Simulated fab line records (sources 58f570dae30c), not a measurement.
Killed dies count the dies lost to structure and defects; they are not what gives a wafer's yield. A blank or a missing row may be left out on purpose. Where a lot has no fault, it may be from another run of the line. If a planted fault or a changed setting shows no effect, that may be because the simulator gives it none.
2 desks looking at one fault    flow berkeleyCmos170    numbers are kept per desk, each desk with only its own; the story behind them comes last

== FROM THE METROLOGY DESK ==
Lot by lot, what the gauges showed, no matter which tool ran the lot: averages of those sampled wafers that carry a number. A lot is out of limits, marked OUT, if its mean lies more than 4 standard deviations from the usual mean; the brackets give that distance.
Columns: A = ACTIVE_OXIDE_THK at UCB170_ACTIVE_THK_MEAS_03, usual 26.5 nm; B = ACTIVE_NITRIDE_THK at UCB170_ACTIVE_THK_MEAS_06, usual 220.8 nm; C = cdNm at UCB170_ACTIVE_CD_MEAS_13, usual 1200.3 nm; D = ACTIVE_OVL at UCB170_ACTIVE_OVL_MEAS_14, usual -7 nm; E = cdNm at UCB170_ACTIVE_CD_MEAS_90, usual 1200.3 nm; F = PFIELD_OVL at UCB170_PFIELD_OVL_MEAS_06, usual -3 nm; G = PFIELD_TW at UCB170_PFIELD_TW_MEAS_09, usual 606
lot   first seen here  A     B      C       D    E       F   G
L885  day 4 09:14      26.9  220.2  1202.2  -12  1201.9  -0  617
L892  day 6 06:32      26.8  219.5  1202.2  -4   1202.1  -3  599
L898  day 7 12:19      25.8  219.0  1198.9  -0   1198.8  -7  603
L902  day 7 19:51      26.2  218.1  1199.4  -14  1199.3  3   601
L904  day 8 18:29      26.9  221.0  1201.5  -4   1201.7  -8  605
L907  day 9 05:45      27.7  221.3  1199.9  -8   1200.0  -2  614
This desk's finding: nothing out of limits on any of the 6 lots.

== TOOL OWNER'S DESK, rieDiel-02 ==
The tool's own readings at UCB170_ACTIVE_ETCH_15 (etches Si3N4 in CH3F/Ar/O2, stops on SiO2, target depth 242 nm, time 151 s): means of the sampled wafers that have a number, for each lot that ran on this tool. A lot is out of limits, marked OUT, if its mean lies more than 4 standard deviations from the usual mean; the brackets give that distance.
Columns: A = drypumpMotorCurrentA at UCB170_ACTIVE_ETCH_15, usual 5.65 A; B = oesProductAu at UCB170_ACTIVE_ETCH_15, usual 0.944 a.u.; C = runLengthS at UCB170_ACTIVE_ETCH_15, usual 179.3 s; D = throttleValvePct at UCB170_ACTIVE_ETCH_15, usual 8.06 %
lot   first seen here  A     B      C                 D
L885  day 4 15:52      5.59  0.943  179.1             8.01
L898  day 7 21:01      5.39  0.945  181.8 (+6.0) OUT  8.07
L902  day 8 03:57      5.41  0.939  181.6 (+5.7) OUT  8.08
Finding of this desk: L898, L902 out of limits; the first was L898 at day 7 21:01, on runLengthS at UCB170_ACTIVE_ETCH_15. Within limits: L885.

== BROUGHT TOGETHER ==
The tool owner's desk had the chance to raise an alarm at day 7 21:01 on L898, L902.
From the metrology desk's view, nothing was out of limits.
The metrology desk holds a record of L898, L902, inside its limits.
UCB170_ACTIVE_ETCH_15 was run on rieDiel-02 by each of the lots named.

== WHAT WAS PUT IN BY THE SIMULATOR ==
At UCB170_ACTIVE_ETCH_15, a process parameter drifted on rieDiel-02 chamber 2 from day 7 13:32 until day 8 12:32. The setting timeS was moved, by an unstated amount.
Struck lots among those shown: L898, L902.
Each desk's first reading out of limits, in hours after the fault started: the tool owner's desk, 7.
